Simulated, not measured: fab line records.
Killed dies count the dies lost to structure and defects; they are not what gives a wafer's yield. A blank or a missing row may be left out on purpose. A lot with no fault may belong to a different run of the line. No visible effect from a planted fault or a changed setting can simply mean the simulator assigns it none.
A lot that was struck, set against a sound lot    flow berkeley cmos170    27 out of 331 route steps
Sound: the wafers L189.1, L189.2, L189.3. Struck: wafers L201.1, L201.4, L201.5. The cause is given at the end.
Per side, at each step with rows, come the tool, then ch with its chambers, and then its first start. Under that, the readings that differ: sound wafers    struck wafers    difference of the means    sigmas: that difference in standard deviations of wafers without a fault.
alike: words and numbers the same on both sides, and readings whose means are apart by under 2 such deviations; not compared: readings that were withheld, readings missing a value for some wafer, numbers with overlapping values and no deviation given by the record, and bounds like >300 which may hide the same value.
Wherever a step has rows on one side only, a row that says differs or no value, or a row with sigmas, the two part there. When numbers do not overlap yet have no deviation, they are printed without sigmas and do not part them. A reading that every wafer of one side lacks parts them only if that side has two wafers or more.

UCB170_SPACER_THK_MEAS_01:
  sound on film metro-02, day 7 21:37; struck on film metro-01, day 11 04:15
  alike: SPACER_TEOS_THK
then, 1 step without rows for these wafers: UCB170_SPACER_ANNEAL_02 (time 1800 s).
UCB170_SPACER_ETCHBACK_03: etches SiO2 in CHF3/CF4/Ar, stops on Si, target depth 376 nm, time 100 s.
  sound on rie diel-03 ch 0,1,2, day 7 23:15; struck on rie diel-02 ch 0,2,3, day 11 08:24
  alike: drypump motor current A, oes product au, throttle valve pct
  not compared: rf hours counter h
then, 4 steps without rows for these wafers: UCB170_PSD_HMDS_00 (prime time 60 s); UCB170_PSD_COAT_01 (resist thk 900 nm); UCB170_PSD_SOFTBAKE_02 (time 60 s); UCB170_PSD_EXPOSE_03 (exposes mask PSELECT MOD, target cd 1200 nm).
UCB170_PSD_PEB_04:
  sound on litho track-01 ch 0, day 8 00:23; struck on litho track-04 ch 0, day 11 09:02
  alike: heater power total W, plate sensor t centre C, plate sensor t edge C
then, 1 step without rows for these wafers: UCB170_PSD_DEVELOP_05 (develop time 45 s).
UCB170_PSD_CD_MEAS_06: the cd target is 1200 nm.
  sound on cd sem-02, day 8 00:40; struck on cd sem-01, day 11 09:19
  alike: cd nm
UCB170_PSD_OVL_MEAS_07:
  sound on overlay-02, day 8 00:47; struck on overlay-01, day 11 09:26
  alike: PSD_OVL
next, for these wafers, 1 step has no rows: UCB170_PSD_IMPLANT_08.
UCB170_PSD_STRIP_09: strips in O2.
  sound on plasma asher-01 ch 0,1, day 8 00:58; struck on plasma asher-01 ch 0,1, day 11 09:37
reading                               sound              struck             difference                     sigmas
oes product au (a.u.)                 0.599 0.602 0.597  0.451 0.436 0.444  -0.156                         -33
strip time to endpoint s (s)          29.37 29.37 29.39  - - -              no value on the struck wafers  
model.KrF_of_PSD_COAT_01.thk nm (nm)  0 0 0              685.6 687.3 687.4  +686.8                         
  alike: drypump motor current A, o2 flow sccm
  not compared: rf hours counter h
UCB170_PSD_TW_MEAS_10:
  sound on film metro-01, day 8 01:04; struck on film metro-01, day 11 09:43
  alike: PSD_TW
then, 7 steps without rows for these wafers: UCB170_PSD_CLEAN_11 (cleans in SPM, time 600 s); UCB170_NSD_HMDS_00 (prime time 60 s); UCB170_NSD_COAT_01 (resist thk 900 nm); UCB170_NSD_SOFTBAKE_02 (time 60 s); UCB170_NSD_EXPOSE_03 (exposes mask NSELECT MOD, target cd 1200 nm); UCB170_NSD_PEB_04; UCB170_NSD_DEVELOP_05 (develop time 45 s).
UCB170_NSD_CD_MEAS_06: the cd target is 1200 nm.
  sound on cd sem-01, day 8 02:29; struck on cd sem-02, day 11 13:53
  alike: cd nm
UCB170_NSD_OVL_MEAS_07:
  sound on overlay-02, day 8 02:36; struck on overlay-02, day 11 14:00
  alike: NSD_OVL
next, for these wafers, 1 step has no rows: UCB170_NSD_IMPLANT_08.
UCB170_NSD_STRIP_09: strips in O2.
  sound on plasma asher-04 ch 0,1, day 8 02:47; struck on plasma asher-04 ch 0,1, day 11 14:11
reading                       sound              struck             difference  sigmas
oes product au (a.u.)         0.536 0.536 0.529  0.602 0.610 0.611  +0.074      +16
strip time to endpoint s (s)  35.89 35.93 35.91  56.16 56.26 56.18  +20.29      +99 or more
  alike: drypump motor current A, o2 flow sccm
  not compared: rf hours counter h
UCB170_NSD_TW_MEAS_10:
  sound on film metro-04, day 8 02:53; struck on film metro-03, day 11 14:17
reading  sound           struck    difference  sigmas
NSD_TW   4183 4200 4183  30 30 30  -4159       -99 or more
then, 1 step without rows for these wafers: UCB170_NSD_CLEAN_11 (cleans in SPM, time 600 s).

== WHERE THEY PART ==
Earliest at UCB170_PSD_STRIP_09; latest, in this record, at UCB170_NSD_TW_MEAS_10.

WHY: what the simulator had put in
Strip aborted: plasma asher-01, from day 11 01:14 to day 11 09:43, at UCB170_PSD_STRIP_09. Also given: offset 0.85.
